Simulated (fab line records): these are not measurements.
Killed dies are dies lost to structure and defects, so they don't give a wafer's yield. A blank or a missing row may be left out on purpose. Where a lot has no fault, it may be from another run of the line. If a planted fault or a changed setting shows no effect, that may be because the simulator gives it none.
Which of the tools did it?    flow berkeley_cmos170    24 wafers from 8 lots sampled at 2 of the route's 331 steps

## WHAT THE GAUGES SHOWED, per wafer
UCB170_PLDD_CD_MEAS_06: target cd 1200 nm.
lot   measured      on         cd_nm (nm)
L744  day 7 21:47   cd_sem-02  1200.3 1202.0 1200.6
L745  day 8 15:25   cd_sem-01  1199.1 1198.3 1198.8
L747  day 9 01:46   cd_sem-02  1199.5 1200.0 1201.0
L749  day 9 08:47   cd_sem-02  1198.9 1200.5 1200.0
L753  day 10 07:10  cd_sem-02  1206.9 1206.2 1205.3
L754  day 10 07:02  cd_sem-02  1207.2 1206.3 1206.1
L759  day 11 18:01  cd_sem-02  1204.5 1204.0 1204.5
L764  day 12 06:22  cd_sem-02  1200.5 1200.0 1200.2

## WHAT TOOL EACH LOT RAN ON (gives the tool, then ch and the chambers of the sampled wafers, and finally the start)
lot   UCB170_PLDD_EXPOSE_03
L744  krf_scanner-02 ch 0, day 7 21:24
L745  krf_scanner-02 ch 0, day 8 14:52
L747  krf_scanner-02 ch 0, day 9 01:13
L749  krf_scanner-01 ch 0, day 9 08:23
L753  krf_scanner-01 ch 0, day 10 06:26
L754  krf_scanner-01 ch 0, day 10 06:19
L759  krf_scanner-01 ch 0, day 11 17:35
L764  krf_scanner-02 ch 0, day 12 05:45
- UCB170_PLDD_EXPOSE_03: exposes mask PSELECT, target cd 1200 nm.

## THE ANSWER, worked out from the rows above alone
Rule: what is usual is taken from the lots themselves. Put in order of their means at a reading, lots are off if they are a third of the lots or fewer, leave a main group of 4 or more, and stand apart from it by a gap of 3 or more times the standard deviation of the main group's means; of several such gaps the widest counts. A main group is skipped when, at the precision printed for the reading in the tables above, its means are all equal. Also off: a lot with no number at a reading for which 4 or more lots have one. Any other lot the step has rows for is counted as sound.
None of the lots is off at any reading shown; this tells nothing.

## WHAT THE SIMULATOR HAD PUT IN
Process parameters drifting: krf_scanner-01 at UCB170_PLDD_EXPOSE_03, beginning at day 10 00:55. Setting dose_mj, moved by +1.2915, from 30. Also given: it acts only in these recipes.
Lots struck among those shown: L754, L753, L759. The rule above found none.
